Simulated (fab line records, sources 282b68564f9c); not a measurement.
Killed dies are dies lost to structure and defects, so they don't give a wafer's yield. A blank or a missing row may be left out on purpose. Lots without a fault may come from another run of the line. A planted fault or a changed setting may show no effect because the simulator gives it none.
fab line records | flow rit_cmos
record lots=6 wafers=18 last_day=7
route steps=202 shown NLDD@160 SILICIDE@161 CONTACT@168 M1@202
lots that met no fault: from a run of the same line without faults
start_h: hours from the record's first day to the start of the lot's first wafer shown | wait_h: hours since the lot's step before | " the same as in the row above | L1.1+2: a row that stands for several wafers | - no value, or no start given | * or withheld: withheld | < > ~ a bound
route shown NAME@n: a module of which the file shows steps, and the number in the route of the first | usual: mean/standard deviation of fault-free wafers | same: alike in all rows | chamber/n: place in a boat | sites: the reading at each site | _std_site: their standard deviation | _edge_site: outer sites' mean less inner sites' | radius_mm: how far each site lies from the wafer's centre | mask NAME#n: copy n | behind: the tool/chamber that last shaped the wafer | hold: why the lot was held/for how many hours/how that ended | device: the transistor (n, p or np) that didn't switch | end of line: the same wafers' tests at the end of the route | a step without rows: its recipe alone | killed: dies lost to structure and defects at the first sort, not the wafer's yield | map: a wafer's dies, x killed, . not, _ none there
set.NAME: the setting as run; set.NAME@STEP: as run at that earlier step | model.NAME: the simulator's own value behind a step, which no gauge read
lots at some steps of the route; a table a step, a row a wafer
services: from which hour (start_h, from the record's first day; less than 0 if before it) a tool's chamber was out of use, for how many hours, and why
## steps
# step RIT_SDANNEAL_RS_MEAS_07
# recipe thk_meas_gauge=four-point-probe
# usual NLDD_RS=151.6/0.67
# columns lot.wafer tool chamber start_h wait_h NLDD_RS[ohm/sq]
L321.1 film_metro-01 - 52.20 0.1 152.2
L321.2 " - " " 152.1
L321.3 " - " " 152.1
L326.1 film_metro-02 - 77.25 0.1 152.4
L326.3 " - " " 151.8
L326.6 " - " " 152.1
L327.2 film_metro-01 - 82.22 0.1 151.0
L327.4 " - " " 151.2
L327.5 " - " " 151.2
L337.1 film_metro-03 - 132.25 0.1 150.3
L337.3 " - " " 150.6
L337.4 " - " " 150.7
L338.1 film_metro-01 - 135.85 0.1 150.9
L338.4 " - " " 151.5
L338.6 " - " " 150.9
L342.1 film_metro-01 - 155.25 0.1 152.0
L342.3 " - " " 151.5
L342.6 " - " " 151.7
# step RIT_SILICIDE_WET_ETCH_00
# recipe chemistry=BOE target=SiO2 target_depth_nm=14 time_s=15 dry=n2_spin dilution=10:1 temp_c=21.5
# step RIT_SILICIDE_SPUTTER_01
# recipe material=Ti target_thk_nm=30 power_w=350 chamber_pressure_pa=0.667 gas=Ar time_s=240 substrate_temp_c=25
# usual throttle_valve_pct=30.7/0.94
# columns lot.wafer tool chamber start_h wait_h throttle_valve_pct
L321.1 pvd_sputter-04 - 52.33 0.0 30.6
L321.2 " - " " 29.4
L321.3 " - " " 31.7
L326.1 pvd_sputter-04 - 77.38 0.0 32.0
L326.3 " - " " 31.5
L326.6 " - " " 31.6
L327.2 pvd_sputter-01 - 82.33 0.0 32.3
L327.4 " - " " 30.2
L327.5 " - " " 32.5
L337.1 pvd_sputter-01 - 132.38 0.0 31.0
L337.3 " - " " 30.4
L337.4 " - " " 29.6
L338.1 pvd_sputter-04 - 135.99 0.0 29.5
L338.4 " - " " 31.4
L338.6 " - " " 30.4
L342.1 pvd_sputter-04 - 155.38 0.0 31.2
L342.3 " - " " 29.6
L342.6 " - " " 30.4
# step RIT_SILICIDE_RS_MEAS_02
# recipe thk_meas_gauge=four-point-probe reads=Ti_of_SILICIDE_SPUTTER_01
# usual SILICIDE_TI_RS=47.9/0.68
# columns lot.wafer tool chamber start_h wait_h SILICIDE_TI_RS[ohm/sq]
L321.1 film_metro-01 - 52.48 0.1 48.9
L321.2 " - " " 47.4
L321.3 " - " " 48.5
L326.1 film_metro-01 - 77.53 0.1 47.7
L326.3 " - " " 48.2
L326.6 " - " " 48.1
L327.2 film_metro-04 - 82.52 0.1 47.8
L327.4 " - " " 48.6
L327.5 " - " " 47.9
L337.1 film_metro-04 - 132.53 0.1 49.0
L337.3 " - " " 49.1
L337.4 " - " " 48.5
L338.1 film_metro-03 - 136.14 0.1 47.0
L338.4 " - " " 48.3
L338.6 " - " " 48.5
L342.1 film_metro-04 - 155.53 0.1 49.0
L342.3 " - " " 47.8
L342.6 " - " " 48.6
# step RIT_SILICIDE_THK_MEAS_03
# recipe thk_meas_gauge=xrf reads=Ti_of_SILICIDE_SPUTTER_01
# usual SILICIDE_TI_THK=29.9/0.37
# columns lot.wafer tool chamber start_h wait_h SILICIDE_TI_THK[nm]
L321.1 film_metro-01 - 52.60 0.1 29.1
L321.2 " - " " 29.7
L321.3 " - " " 29.3
L326.1 film_metro-01 - 77.65 0.1 30.0
L326.3 " - " " 29.6
L326.6 " - " " 29.7
L327.2 film_metro-04 - 82.63 0.1 29.9
L327.4 " - " " 29.4
L327.5 " - " " 29.7
L337.1 film_metro-04 - 132.65 0.1 29.5
L337.3 " - " " 29.5
L337.4 " - " " 29.7
L338.1 film_metro-03 - 136.26 0.1 30.6
L338.4 " - " " 29.8
L338.6 " - " " 29.7
L342.1 film_metro-04 - 155.65 0.1 29.4
L342.3 " - " " 29.7
L342.6 " - " " 29.3
# step RIT_SILICIDE_RTA_04
# recipe temp_c=650 time_s=10 idle_temp_c=25 ramp_up_s=5 ramp_down_s=5 cool_to_c=25 ambient=N2
# usual anneal_temp_c_max=652.1/0.48 wafer_temp_C_max=652.3/0.56
# columns lot.wafer tool chamber start_h wait_h anneal_temp_c_max wafer_temp_C_max
L321.1 rtp_anneal-02 0 52.66 0.1 652.5 652.5
L321.2 " 0 " " 652.0 652.7
L321.3 " 0 " " 651.9 652.9
L326.1 rtp_anneal-01 0 77.71 0.1 651.9 651.8
L326.3 " 0 " " 652.2 652.1
L326.6 " 0 " " 651.7 651.8
L327.2 rtp_anneal-02 0 82.69 0.1 651.7 652.7
L327.4 " 0 " " 652.2 653.0
L327.5 " 0 " " 652.0 652.3
L337.1 rtp_anneal-02 0 132.71 0.1 652.1 653.0
L337.3 " 0 " " 652.2 653.1
L337.4 " 0 " " 652.0 653.5
L338.1 rtp_anneal-01 0 136.32 0.1 652.5 651.3
L338.4 " 0 " " 652.1 653.1
L338.6 " 0 " " 651.6 652.2
L342.1 rtp_anneal-01 0 155.71 0.1 651.4 651.7
L342.3 " 0 " " 651.9 651.7
L342.6 " 0 " " 652.3 651.8
# step RIT_SILICIDE_WET_ETCH_05
# recipe chemistry=SPM target=Ti temp_c=90 time_s=120 dry=n2_spin
# step RIT_SILICIDE_RTA_06
# recipe temp_c=750 time_s=10 idle_temp_c=25 ramp_up_s=5 ramp_down_s=10 cool_to_c=25 ambient=N2
# usual anneal_temp_c_max=752.5/0.52 wafer_temp_C_max=752.7/0.64
# columns lot.wafer tool chamber start_h wait_h anneal_temp_c_max wafer_temp_C_max
L321.1 rtp_anneal-01 0 52.77 0.0 753.0 752.9
L321.2 " 0 " " 752.7 752.5
L321.3 " 0 " " 752.6 752.5
L326.1 rtp_anneal-02 0 77.82 0.0 752.4 753.1
L326.3 " 0 " " 752.4 752.9
L326.6 " 0 " " 753.1 752.8
L327.2 rtp_anneal-01 0 82.80 0.0 752.7 752.1
L327.4 " 0 " " 752.7 751.7
L327.5 " 0 " " 752.7 752.4
L337.1 rtp_anneal-01 0 132.82 0.0 753.5 752.0
L337.3 " 0 " " 752.8 751.8
L337.4 " 0 " " 752.5 752.8
L338.1 rtp_anneal-02 0 136.43 0.0 752.4 753.0
L338.4 " 0 " " 752.1 753.4
L338.6 " 0 " " 752.9 754.0
L342.1 rtp_anneal-02 0 155.82 0.0 752.2 753.0
L342.3 " 0 " " 751.8 753.1
L342.6 " 0 " " 751.2 752.1
# step RIT_CONTACT_CVD_00
# recipe material=SiO2 target_thk_nm=400 precursor=TEOS temp_c=390 time_s=61 rf_w=408.7
# usual heater_power_w=352/75
# columns lot.wafer tool chamber start_h wait_h heater_power_w
L321.1 pecvd-02 2 52.84 0.1 447
L321.2 " 0 " " 459
L321.3 " 1 " " 286
L326.1 pecvd-04 1 77.89 0.1 363
L326.3 " 2 " " 304
L326.6 " 0 " " 277
L327.2 pecvd-02 0 82.86 0.0 471
L327.4 " 1 " " 283
L327.5 " 0 " " 480
L337.1 pecvd-01 1 132.89 0.1 282
L337.3 " 2 " " 347
L337.4 " 2 " " 352
L338.1 pecvd-02 2 136.49 0.1 458
L338.4 " 1 " " 279
L338.6 " 2 " " 455
L342.1 pecvd-04 0 155.89 0.1 284
L342.3 " 1 " " 340
L342.6 " 2 " " 364
# step RIT_CONTACT_THK_MEAS_01
# recipe reads=SiO2_of_CONTACT_CVD_00
# usual CONTACT_TEOS_THK=405/4.9
# columns lot.wafer tool chamber start_h wait_h CONTACT_TEOS_THK[nm]
L321.1 film_metro-03 - 52.89 0.0 405
L321.2 " - " " 397
L321.3 " - " " 405
L326.1 film_metro-03 - 77.94 0.0 401
L326.3 " - " " 398
L326.6 " - " " 404
L327.2 film_metro-02 - 82.92 0.0 395
L327.4 " - " " 409
L327.5 " - " " 407
L337.1 film_metro-03 - 132.94 0.0 402
L337.3 " - " " 400
L337.4 " - " " 407
L338.1 film_metro-02 - 136.54 0.0 408
L338.4 " - " " 413
L338.6 " - " " 414
L342.1 film_metro-03 - 155.94 0.0 402
L342.3 " - " " 402
L342.6 " - " " 404
# step RIT_CONTACT_HMDS_02
# recipe prime_time_s=60 prime_temp_c=140
# step RIT_CONTACT_COAT_03
# recipe resist=NOVOLAK spin_rpm=3250 resist_thk_nm=1000
# step RIT_CONTACT_SOFTBAKE_04
# recipe resist=NOVOLAK temp_c=90 time_s=60
# usual chill_plate_temp_C=22.97/0.097 heater_power_total_W=34.56/0.049 run_length_s=89.00/0.23
# columns lot.wafer tool chamber start_h wait_h chill_plate_temp_C heater_power_total_W run_length_s
L321.1 litho_track-03 0 53.25 0.1 23.13 34.57 88.85
L321.2 " 0 " " 23.05 34.51 88.69
L321.3 " 0 " " 23.11 34.47 88.75
L326.1 litho_track-02 0 78.30 0.1 22.93 34.64 89.37
L326.3 " 0 " " 22.91 34.49 89.53
L326.6 " 0 " " 22.97 34.52 89.47
L327.2 litho_track-03 0 83.30 0.1 22.98 34.59 88.88
L327.4 " 0 " " 23.08 34.61 88.64
L327.5 " 0 " " 22.87 34.50 88.95
L337.1 litho_track-04 0 133.30 0.1 22.92 34.53 88.90
L337.3 " 0 " " 23.05 34.52 89.01
L337.4 " 0 " " 22.91 34.52 89.26
L338.1 litho_track-03 0 136.90 0.1 22.99 35.77 82.30
L338.4 " 0 " " 23.15 35.89 82.35
L338.6 " 0 " " 22.77 35.80 82.08
L342.1 litho_track-03 0 156.30 0.1 22.83 35.76 82.03
L342.3 " 0 " " 22.93 35.71 82.04
L342.6 " 0 " " 22.89 35.84 82.06
# step RIT_CONTACT_EXPOSE_05
# recipe mask_id=M11 na=0.6 source_shape=conventional sigma_outer=0.5 target_cd_nm=1000 dose_mj=250
# step RIT_M1_PROBE_99
# usual killed_at_contacts=0.1/0.23 killed_at_front_end=7.3/2.9 killed_dies=7.3/3 killed_open=3.6/1.8 killed_short=3.7/2.1
# same gross_dies=264 killed_at_M0_to_M3=0 killed_at_M4_up=0 killed_at_back_side=0 killed_at_other=0
# columns lot.wafer tool chamber start_h wait_h killed_at_contacts killed_at_front_end killed_dies killed_open killed_short
L321.1 prober-02 - 59.56 0.1 0 10 10 2 8
L321.2 prober-02 - 59.61 0.1 0 11 11 7 4
L321.3 prober-02 - 59.66 0.2 0 5 5 2 3
L326.1 prober-01 - 84.25 0.1 0 8 8 5 3
L326.3 prober-01 - 84.35 0.2 0 13 13 4 9
L326.6 prober-01 - 84.50 0.2 0 9 9 5 4
L327.2 prober-02 - 89.58 0.1 0 6 6 1 5
L327.4 prober-02 - 89.68 0.2 0 6 6 2 4
L327.5 prober-02 - 89.73 0.2 1 14 15 4 11
L337.1 prober-02 - 139.38 0.1 0 5 5 4 1
L337.3 prober-02 - 139.48 0.2 0 10 10 8 2
L337.4 prober-02 - 139.53 0.2 0 4 4 3 1
L338.1 prober-01 - 143.43 0.1 0 3 3 2 1
L338.4 prober-01 - 143.58 0.2 0 7 7 5 2
L338.6 prober-01 - 143.68 0.2 0 6 6 3 3
L342.1 prober-01 - 162.35 0.1 0 11 11 4 7
L342.3 prober-01 - 162.45 0.2 1 6 7 4 2
L342.6 prober-01 - 162.60 0.2 0 6 6 5 1
# killed by level:class
L321.1 GATE:geometric_particle:short=5 GATE:geometric_particle:open=1 SILICIDE:geometric_particle:short=1 REOX:geometric_particle:short=1 SPACER:geometric_particle:short=1 SPACER:geometric_particle:open=1
L321.2 GATE:geometric_particle:open=3 GATE:geometric_particle:short=2 REOX:geometric_particle:open=2 FOX2:geometric_particle:open=1 REOX:geometric_particle:short=1 SPACER:geometric_particle:short=1 SILICIDE:geometric_particle:open=1
L321.3 FOX1:geometric_particle:open=1 GATE:geometric_particle:short=1 REOX:geometric_particle:open=1 REOX:geometric_particle:short=1 SPACER:geometric_particle:short=1
L326.1 REOX:geometric_particle:short=3 FOX1:geometric_particle:open=2 GATE:geometric_particle:open=2 REOX:geometric_particle:open=1
L326.3 GATE:geometric_particle:short=5 FOX1:geometric_particle:short=2 GATE:geometric_particle:open=2 SILICIDE:geometric_particle:short=2 SPACER:geometric_particle:open=1 SILICIDE:geometric_particle:open=1
L326.6 REOX:geometric_particle:short=3 SPACER:geometric_particle:open=2 FOX1:geometric_particle:short=1 FOX1:geometric_particle:open=1 GATE:geometric_particle:open=1 SILICIDE:geometric_particle:open=1
L327.2 REOX:geometric_particle:short=3 GATE:geometric_particle:open=1 SPACER:geometric_particle:short=1 SILICIDE:geometric_particle:short=1
L327.4 FOX1:geometric_particle:short=1 FOX1:geometric_particle:open=1 GATE:geometric_particle:short=1 REOX:geometric_particle:short=1 SPACER:geometric_particle:open=1 SPACER:geometric_particle:short=1
L327.5 GATE:geometric_particle:short=5 SPACER:geometric_particle:short=4 FOX1:geometric_particle:open=2 SPACER:geometric_particle:open=2 REOX:geometric_particle:short=1 CONTACT:geometric_particle:short=1
L337.1 GATE:geometric_particle:open=2 FOX1:geometric_particle:open=1 FOX2:geometric_particle:open=1 REOX:geometric_particle:short=1
L337.3 FOX2:geometric_particle:open=4 FOX1:geometric_particle:open=3 FOX1:geometric_particle:short=1 GATE:geometric_particle:short=1 GATE:geometric_particle:open=1
L337.4 FOX1:geometric_particle:open=2 SPACER:geometric_particle:short=1 SILICIDE:geometric_particle:open=1
L338.1 FOX2:geometric_particle:open=1 REOX:geometric_particle:short=1 SPACER:geometric_particle:open=1
L338.4 GATE:geometric_particle:open=2 FOX1:geometric_particle:short=1 REOX:geometric_particle:open=1 SPACER:geometric_particle:open=1 SPACER:geometric_particle:short=1 SILICIDE:geometric_particle:open=1
L338.6 SPACER:geometric_particle:short=2 GATE:geometric_particle:open=1 REOX:geometric_particle:open=1 REOX:geometric_particle:short=1 SPACER:geometric_particle:open=1
L342.1 GATE:geometric_particle:short=3 FOX1:geometric_particle:short=2 FOX1:geometric_particle:open=2 GATE:geometric_particle:open=1 SPACER:geometric_particle:short=1 SILICIDE:geometric_particle:open=1 SILICIDE:geometric_particle:short=1
L342.3 FOX1:geometric_particle:open=2 FOX1:geometric_particle:short=1 FOX2:geometric_particle:open=1 SILICIDE:geometric_particle:open=1 SILICIDE:geometric_particle:short=1 CONTACT:coat_microbubble_printed=1
L342.6 GATE:geometric_particle:open=2 FOX1:geometric_particle:open=1 SPACER:geometric_particle:short=1 SPACER:geometric_particle:open=1 SILICIDE:geometric_particle:open=1
## services
# columns tool chamber start_h hours kind
pvd_sputter-01 - 52.82 6.8 repair
pecvd-04 2 69.80 5.9 repair
pecvd-04 1 71.83 4.7 repair
pecvd-04 - 90.00 2.8 pm
pecvd-01 2 93.09 5.5 repair
pecvd-01 - 127.16 0.8 pm
pecvd-01 - 145.72 4.3 pm
## key
first_sign step=RIT_CONTACT_SOFTBAKE_04 reading=run_length_s direction=down sigmas=29 usual=* struck=*
effect step=RIT_CONTACT_SOFTBAKE_04 reading=heater_power_total_W direction=up sigmas=25 usual=34.56 struck=35.79
met_at RIT_CONTACT_SOFTBAKE_04
struck_wafers L338.1,L338.4,L338.6,L342.1,L342.3,L342.6
tester_left_out L338,L342
onset_between 83.30 136.90
fault kind=process_parameter_drift tool=litho_track-03 chamber=- onset_h=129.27 steps=RIT_CONTACT_SOFTBAKE_04 channel=time_s offset=* shape=step end_h=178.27 acts_in=* stated=*
# tester_left_out: of these lots the tester's yield and bins aren't shown, on N5 and GAA mostly nor the transistor test; their killed dies are dies lost to structure and defects alone, not to doping, threshold or leakage, so they don't give the yield
